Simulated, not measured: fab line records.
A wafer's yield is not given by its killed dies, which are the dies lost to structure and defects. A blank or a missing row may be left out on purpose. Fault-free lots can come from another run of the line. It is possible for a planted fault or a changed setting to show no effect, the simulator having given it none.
Which tool did it? -- flow rit-cmos -- 15 lots with 45 wafers sampled at 2 steps, on a route of 202 steps

## WHAT THE GAUGES SHOWED, per wafer
RIT_SDANNEAL_RS_MEAS_07: the measuring method here is four-point-probe.
lot,measured,on,NLDD_RS (ohm/sq)
L904,day 3 20:26,film-metro-01,153.2 152.8 152.3
L905,day 4 03:05,film-metro-01,151.0 150.8 151.9
L906,day 4 21:07,film-metro-02,150.8 151.4 151.0
L908,day 5 04:48,film-metro-03,- - -
L909,day 5 18:27,film-metro-02,- - -
L912,day 5 18:40,film-metro-01,- - -
L915,day 6 09:29,film-metro-02,152.6 151.8 152.2
L916,day 6 18:26,film-metro-02,151.5 152.0 152.6
L917,day 6 20:30,film-metro-02,150.9 151.2 151.4
L919,day 6 23:14,film-metro-03,151.4 151.6 151.5
L920,day 7 03:37,film-metro-02,151.8 151.6 151.8
L922,day 7 07:37,film-metro-02,152.7 152.7 152.5
L923,day 7 11:59,film-metro-02,151.5 151.7 152.2
L924,day 7 16:26,film-metro-03,151.6 151.1 150.8
L927,day 8 02:22,film-metro-01,150.8 151.0 151.4

## WHICH TOOL RAN EACH LOT (tool, then ch and the chambers of the sampled wafers, then the start)
lot,RIT_NLDD_IMPLANT_08
L904,"implanter-03 ch 0, day 3 11:58"
L905,"implanter-02 ch 0, day 3 18:45"
L906,"implanter-04 ch 0, day 4 12:52"
L908,"implanter-03 ch 0, day 4 19:34"
L909,"implanter-03 ch 0, day 4 22:36"
L912,"implanter-03 ch 0, day 5 04:12"
L915,"implanter-02 ch 0, day 6 00:10"
L916,"implanter-02 ch 0, day 6 09:22"
L917,"implanter-02 ch 0, day 6 11:58"
L919,"implanter-02 ch 0, day 6 14:46"
L920,"implanter-04 ch 0, day 6 18:53"
L922,"implanter-04 ch 0, day 6 23:11"
L923,"implanter-04 ch 0, day 7 03:29"
L924,"implanter-04 ch 0, day 7 07:49"
L927,"implanter-02 ch 0, day 7 18:08"
- RIT_NLDD_IMPLANT_08

## AS READ BY THE TOOLS THEMSELVES (means over the sampled wafers that have a number; for cases with no such wafer, the mark the record gives instead)
RIT_NLDD_IMPLANT_08.
lot,tool,dose-ions-cm2,tilt-deg (degrees)
L904,implanter-03,4.999e+14,6.984
L905,implanter-02,5.005e+14,6.980
L906,implanter-04,4.992e+14,6.964
L908,implanter-03,4.997e+14,6.251
L909,implanter-03,4.999e+14,6.241
L912,implanter-03,5.004e+14,6.262
L915,implanter-02,4.997e+14,6.947
L916,implanter-02,5.000e+14,7.011
L917,implanter-02,4.997e+14,6.991
L919,implanter-02,5.002e+14,6.992
L920,implanter-04,4.999e+14,6.991
L922,implanter-04,5.003e+14,6.985
L923,implanter-04,4.997e+14,6.998
L924,implanter-04,5.001e+14,6.997
L927,implanter-02,4.997e+14,6.996

## THE ANSWER, worked out from the rows above alone
Rule: the lots themselves supply what counts as usual. Put in order of their means at a reading, lots are off if they are a third of the lots or fewer, leave a main group of 4 or more, and stand apart from it by a gap of 3 or more times the standard deviation of the main group's means; of several such gaps the widest counts. The tables above print the reading to a certain number of digits; a main group whose means all agree to those digits is not used. Also off: a lot with no number at a reading for which 4 or more lots have one. The other lots that the step has rows for count as sound. The gauges are gone through in route order, then the tools' own readings, and for those a lot's mean is taken as printed above. At the first step where some lot is off, the reading lying furthest off is the one used; lots without a number count as furthest.
Off: at RIT_SDANNEAL_RS_MEAS_07 (NLDD_RS), L908, L909, L912. Without a number there: L908, L909, L912. For the main group the mean is 151.7 ohm/sq and the standard deviation 0.58.
If a tool, at a process step before that reading, ran all the lots that are off and no sound lot after the first of them, it fits. Not tried: the gauges at RIT_SDANNEAL_RS_MEAS_07; whatever is off there is also off at RIT_NLDD_IMPLANT_08, on other tools, and gauge error can't account for it. One fits: implanter-03 at RIT_NLDD_IMPLANT_08. Its last sound lot is L904 (day 3 11:58), its first lot that is off L908 (day 4 19:34): a fault that began between those two fits.
The tool's own readings at RIT_NLDD_IMPLANT_08 bear it out: on the lots that are off they differ by more than 5 times the standard deviation of the sound lots' means. tilt-deg reads 6.251 degrees there against 6.986 degrees on the sound lots.

## WHAT WAS PUT IN BY THE SIMULATOR
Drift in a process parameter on implanter-03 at RIT_NLDD_IMPLANT_08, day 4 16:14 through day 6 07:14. From 7, the setting tilt-deg moved by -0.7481. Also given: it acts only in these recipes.
Lots struck among those shown: L908, L909, L912. The rule given above showed the same thing.
